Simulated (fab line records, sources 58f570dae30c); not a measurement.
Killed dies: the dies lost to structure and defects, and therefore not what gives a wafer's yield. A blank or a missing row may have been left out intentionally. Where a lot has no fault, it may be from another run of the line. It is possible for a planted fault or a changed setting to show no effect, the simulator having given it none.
Which of the tools did it? / flow berkeleyCmos170 / 7 lots (21 wafers sampled), 1 step of a 331-step route

== WHAT EACH GAUGE READ, for each wafer ==
UCB170_SDANNEAL_RS_MEAS_05: uses a four-point probe to measure.
lot=L267; measured=day 6 19:07; on=filmMetro-04; NLDD_RS (ohm/sq)=616.9 617.6 617.3
lot=L269; measured=day 7 10:20; on=filmMetro-04; NLDD_RS (ohm/sq)=619.4 620.0 617.4
lot=L271; measured=day 7 21:53; on=filmMetro-02; NLDD_RS (ohm/sq)=617.3 618.0 615.6
lot=L278; measured=day 9 14:31; on=filmMetro-03; NLDD_RS (ohm/sq)=618.4 618.8 616.8
lot=L280; measured=day 9 23:49; on=filmMetro-04; NLDD_RS (ohm/sq)=616.8 616.4 616.1
lot=L284; measured=day 10 17:12; on=filmMetro-04; NLDD_RS (ohm/sq)=616.3 614.8 613.4
lot=L288; measured=day 11 09:52; on=filmMetro-03; NLDD_RS (ohm/sq)=618.6 619.7 619.0

== EACH LOT AND THE TOOL THAT RAN IT (in order: tool; ch and the chambers of the sampled wafers; start) ==
Before these readings, the record contains no process step.

== THE ANSWER, worked out from the rows above alone ==
Rule: the lots themselves supply what counts as usual. The widest of any qualifying gaps counts: lots, ordered by their means at a reading, are off when they make up no more than a third of the lots, leave a main group of 4 or more, and stand apart from it by 3 or more times the standard deviation of that group's means. The tables above print the reading to a certain number of digits; a main group whose means all agree to those digits is not used. A lot without any number at a reading at which 4 lots or more have one is off too. Where the step has rows for the other lots, those lots are counted as sound.
Nothing can be told from this: no lot is off at any reading shown.

== WHAT THE SIMULATOR HAD PUT IN ==
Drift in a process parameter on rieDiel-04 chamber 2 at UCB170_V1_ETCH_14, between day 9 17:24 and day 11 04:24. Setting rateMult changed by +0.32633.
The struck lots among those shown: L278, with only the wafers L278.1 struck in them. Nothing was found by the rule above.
